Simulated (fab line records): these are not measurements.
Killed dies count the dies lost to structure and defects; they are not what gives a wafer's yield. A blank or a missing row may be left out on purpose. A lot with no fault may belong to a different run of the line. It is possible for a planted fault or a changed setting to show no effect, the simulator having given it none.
The tool behind it: which one? -- flow rit cmos -- 7 lots with 21 wafers sampled at 3 steps, on a route of 202 steps

== WHAT EACH GAUGE READ, for each wafer ==
RIT_SDANNEAL_RS_MEAS_04: the measuring method here is four-point-probe.
lot,measured,on,PSD_RS (ohm/sq)
L676,day 3 18:38,film metro-01,116.2 116.4 116.1
L677,day 4 01:27,film metro-04,115.8 116.0 115.8
L680,day 4 13:36,film metro-04,115.8 116.1 115.8
L687,day 5 23:56,film metro-04,120.3 119.8 119.9 120.2 120.0 119.9
L690,day 6 13:28,film metro-03,115.5 115.8 115.7
L694,day 7 09:55,film metro-03,115.4 115.5 115.5
L697,day 8 02:00,film metro-03,115.1 115.5 115.3

== WHICH TOOL RAN EACH LOT (tool, then ch and the chambers of the sampled wafers, then the start) ==
lot,RIT_NSD_STRIP_09,RIT_PSD_IMPLANT_08
L676,"plasma asher-04 ch 0,1, day 3 16:27","implanter-03 ch 0, day 3 17:50"
L677,"plasma asher-02 ch 0,1, day 3 22:50","implanter-02 ch 0, day 4 00:28"
L680,"plasma asher-04 ch 0, day 4 11:10","implanter-02 ch 0, day 4 12:38"
L687,"plasma asher-02 ch 0,1, day 5 21:35","implanter-01 ch 0, day 5 23:06"
L690,"plasma asher-02 ch 1, day 6 11:23","implanter-03 ch 0, day 6 12:40"
L694,"plasma asher-01 ch 0, day 7 07:40","implanter-02 ch 0, day 7 09:05"
L697,"plasma asher-04 ch 0,1, day 7 23:37","implanter-03 ch 0, day 8 01:07"
- RIT_NSD_STRIP_09: strips in O2, time 180 s.
- RIT_PSD_IMPLANT_08

== THE ANSWER, worked out from the rows above alone ==
Rule: usual is defined by the lots themselves. Put in order of their means at a reading, lots are off if they are a third of the lots or fewer, leave a main group of 4 or more, and stand apart from it by a gap of 3 or more times the standard deviation of the main group's means; of several such gaps the widest counts. A main group whose means are all the same, to the digits that the tables above print for the reading, isn't used. Also off: a lot with no number at a reading for which 4 or more lots have one. Any other lot the step has rows for is counted as sound.
Off: L687, at RIT_SDANNEAL_RS_MEAS_04 (PSD_RS). The main group has a mean of 115.7 ohm/sq with a standard deviation of 0.31.
A tool fits if, at a process step before that reading, it ran every lot that is off, and no sound lot after the first of them. Those tools and the gauges at RIT_SDANNEAL_RS_MEAS_04 are tried in the same way. Undecided on this evidence; 2 tools fit (implanter-01 at RIT_PSD_IMPLANT_08, film metro-04 at RIT_SDANNEAL_RS_MEAS_04).

== WHAT THE SIMULATOR PUT IN ==
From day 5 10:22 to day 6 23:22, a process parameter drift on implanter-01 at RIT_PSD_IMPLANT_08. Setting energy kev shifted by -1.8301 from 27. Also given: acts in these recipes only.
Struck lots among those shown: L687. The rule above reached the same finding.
